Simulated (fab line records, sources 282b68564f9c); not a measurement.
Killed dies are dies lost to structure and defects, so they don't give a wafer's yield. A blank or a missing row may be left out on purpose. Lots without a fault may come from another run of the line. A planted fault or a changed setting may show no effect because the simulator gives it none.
fab line records | flow rit_cmos
record lots=15 wafers=45 last_day=7
route steps=202 shown REOX@98 M1@202
lots that met no fault: from a run of the same line without faults
start_h: hours from the record's first day to the start of the lot's first wafer shown | wait_h: hours since the lot's step before | " the same as in the row above | L1.1+2: a row that stands for several wafers | - no value, or no start given | * or withheld: withheld | < > ~ a bound
route shown NAME@n: a module of which the file shows steps, and the number in the route of the first | usual: mean/standard deviation of fault-free wafers | same: alike in all rows | chamber/n: place in a boat | sites: the reading at each site | _std_site: their standard deviation | _edge_site: outer sites' mean less inner sites' | radius_mm: how far each site lies from the wafer's centre | mask NAME#n: copy n | behind: the tool/chamber that last shaped the wafer | hold: why the lot was held/for how many hours/how that ended | device: the transistor (n, p or np) that didn't switch | end of line: the same wafers' tests at the end of the route | a step without rows: its recipe alone | killed: dies lost to structure and defects at the first sort, not the wafer's yield | map: a wafer's dies, x killed, . not, _ none there
set.NAME: the setting as run; set.NAME@STEP: as run at that earlier step | model.NAME: the simulator's own value behind a step, which no gauge read
steps of the route over a sample of lots; a table a step, a row a wafer
services: from which hour (start_h, from the record's first day; less than 0 if before it) a tool's chamber was out of use, for how many hours, and why
## steps
# step RIT_REOX_CLEAN_00
# recipe chemistry=SC1 mix=3:3:50 time_s=600 temp_c=75
# usual bath_guard_temp_C=75.0/0.51 temp_c=74.98/0.12
# columns lot.wafer tool chamber start_h wait_h bath_guard_temp_C temp_c
L119.4 wet_bench-01 2 46.83 0.0 75.6 75.00
L119.5 " 2 " " 75.9 74.88
L119.6 " 2 " " 75.9 74.96
L120.2 wet_bench-03 2 52.61 0.1 74.5 75.01
L120.5 " 2 " " 74.2 74.99
L120.6 " 2 " " 75.0 74.81
L121.1 wet_bench-03 0 52.95 0.1 74.4 74.92
L121.4 " 0 " " 74.4 74.91
L121.5 " 0 " " 74.3 74.85
L122.1 wet_bench-03 3 64.96 0.1 74.5 74.90
L122.2 " 3 " " 74.8 74.79
L122.5 " 3 " " 74.7 75.12
L123.3 wet_bench-02 0 65.08 0.1 74.7 75.04
L123.5 " 0 " " 75.3 74.88
L123.6 " 0 " " 74.9 74.93
L124.2 wet_bench-01 2 66.41 0.1 75.9 74.94
L124.4 " 2 " " 75.7 74.94
L124.6 " 2 " " 75.6 75.07
L126.2 wet_bench-03 3 78.75 0.1 74.5 74.81
L126.3 " 3 " " 75.3 74.98
L126.4 " 3 " " 74.5 74.93
L127.2 wet_bench-03 3 87.72 0.1 74.7 75.02
L127.3 " 3 " " 74.8 75.08
L127.6 " 3 " " 74.9 74.87
L128.1 wet_bench-01 1 88.63 0.1 75.2 75.21
L128.3 " 1 " " 75.3 74.94
L128.4 " 1 " " 75.1 75.01
L130.1 wet_bench-03 3 99.63 0.1 80.9 81.31
L130.3 " 3 " " 80.9 81.23
L130.6 " 3 " " 81.3 81.53
L132.1 wet_bench-03 2 109.05 0.1 80.5 81.54
L132.3 " 2 " " 81.0 81.45
L132.4 " 2 " " 80.8 81.38
L134.2 wet_bench-03 1 119.01 0.1 82.2 81.56
L134.5 " 1 " " 82.3 81.46
L134.6 " 1 " " 82.0 81.48
L138.2 wet_bench-01 0 137.71 0.1 74.6 75.25
L138.4 " 0 " " 75.2 75.26
L138.5 " 0 " " 75.2 75.07
L139.1 wet_bench-02 3 143.34 0.1 75.3 74.84
L139.2 " 3 " " 75.2 74.93
L139.4 " 3 " " 75.4 74.94
L140.2 wet_bench-01 1 148.81 0.1 75.2 74.95
L140.4 " 1 " " 75.3 75.08
L140.5 " 1 " " 75.7 74.97
# step RIT_M1_PROBE_99
# usual killed_at_front_end=7/3.1 killed_dies=7/3.1 killed_open=3.5/2.2 killed_short=3.3/1.9
# same gross_dies=264 killed_at_M0_to_M3=0 killed_at_M4_up=0 killed_at_back_side=0 killed_at_contacts=0 killed_at_other=0
# columns lot.wafer tool chamber start_h wait_h killed_at_front_end killed_dies killed_open killed_short
L123.3 prober-01 - 86.67 0.2 7 7 3 4
L123.5 prober-01 - 86.77 0.3 8 8 4 4
L123.6 prober-01 - 86.82 0.3 4 4 1 3
L128.1 prober-01 - 108.51 0.1 6 6 5 1
L130.1 prober-01 - 119.40 0.1 7 7 4 3
L130.3 prober-01 - 119.50 0.2 7 7 3 4
L130.6 prober-01 - 119.65 0.2 7 7 2 5
L132.1 prober-01 - 128.67 0.1 9 9 2 7
L132.3 prober-01 - 128.77 0.2 4 4 1 3
L132.4 prober-01 - 128.82 0.2 6 6 2 4
L134.2 prober-01 - 138.85 0.1 12 12 6 6
L134.5 prober-01 - 139.00 0.2 8 8 3 5
L134.6 prober-01 - 139.05 0.2 6 6 3 3
# killed by level:class
L123.3 GATE:geometric_particle:open=2 FOX1:geometric_particle:short=1 FOX2:geometric_particle:short=1 FOX2:geometric_particle:open=1 GATE:geometric_particle:short=1 SILICIDE:geometric_particle:short=1
L123.5 REOX:geometric_particle:short=2 SILICIDE:geometric_particle:open=2 GATE:geometric_particle:open=1 GATE:geometric_particle:short=1 SPACER:geometric_particle:open=1 SPACER:geometric_particle:short=1
L123.6 SPACER:geometric_particle:short=3 REOX:geometric_particle:open=1
L128.1 FOX1:geometric_particle:open=1 FOX2:geometric_particle:open=1 GATE:geometric_particle:short=1 GATE:geometric_particle:open=1 REOX:geometric_particle:open=1 SILICIDE:geometric_particle:open=1
L130.1 FOX1:geometric_particle:open=3 ACTIVE:geometric_particle:short=1 FOX2:geometric_particle:short=1 SPACER:geometric_particle:open=1 SILICIDE:geometric_particle:short=1
L130.3 FOX1:geometric_particle:short=2 GATE:geometric_particle:short=2 FOX1:geometric_particle:open=1 REOX:geometric_particle:open=1 SILICIDE:geometric_particle:open=1
L130.6 FOX1:geometric_particle:open=1 FOX1:geometric_particle:short=1 FOX2:geometric_particle:short=1 REOX:geometric_particle:short=1 SPACER:geometric_particle:open=1 SPACER:geometric_particle:short=1 SILICIDE:geometric_particle:short=1
L132.1 SPACER:geometric_particle:short=4 GATE:geometric_particle:short=2 FOX1:geometric_particle:open=1 REOX:geometric_particle:open=1 SILICIDE:geometric_particle:short=1
L132.3 FOX1:geometric_particle:short=1 GATE:geometric_particle:open=1 GATE:geometric_particle:short=1 SILICIDE:geometric_particle:short=1
L132.4 FOX1:geometric_particle:short=2 GATE:geometric_particle:short=2 SPACER:geometric_particle:open=1 SILICIDE:geometric_particle:open=1
L134.2 GATE:geometric_particle:open=4 REOX:geometric_particle:short=3 GATE:geometric_particle:short=2 REOX:geometric_particle:open=2 SILICIDE:geometric_particle:short=1
L134.5 SPACER:geometric_particle:short=3 GATE:geometric_particle:open=2 GATE:geometric_particle:short=1 REOX:geometric_particle:short=1 SPACER:geometric_particle:open=1
L134.6 GATE:geometric_particle:short=3 SPACER:geometric_particle:open=3
## services
# columns tool chamber start_h hours kind
wet_bench-02 - 43.25 4.5 repair
wet_bench-01 - 43.87 2.8 repair
wet_bench-02 - 75.96 1.9 pm
## key
first_sign step=RIT_REOX_CLEAN_00 reading=temp_c direction=up sigmas=54 usual=* struck=*
effect step=RIT_REOX_CLEAN_00 reading=bath_guard_temp_C direction=up sigmas=12 usual=* struck=*
met_at RIT_REOX_CLEAN_00
struck_lots L130,L132,L134
tester_left_out L130,L132,L134
onset_between 87.72 99.63
fault kind=process_parameter_drift tool=wet_bench-03 chamber=- onset_h=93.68 steps=RIT_REOX_CLEAN_00 channel=temp_c offset=* shape=step end_h=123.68 acts_in=* stated=*
# tester_left_out: of these lots the tester's yield and bins aren't shown, on N5 and GAA mostly nor the transistor test; their killed dies are dies lost to structure and defects alone, not to doping, threshold or leakage, so they don't give the yield
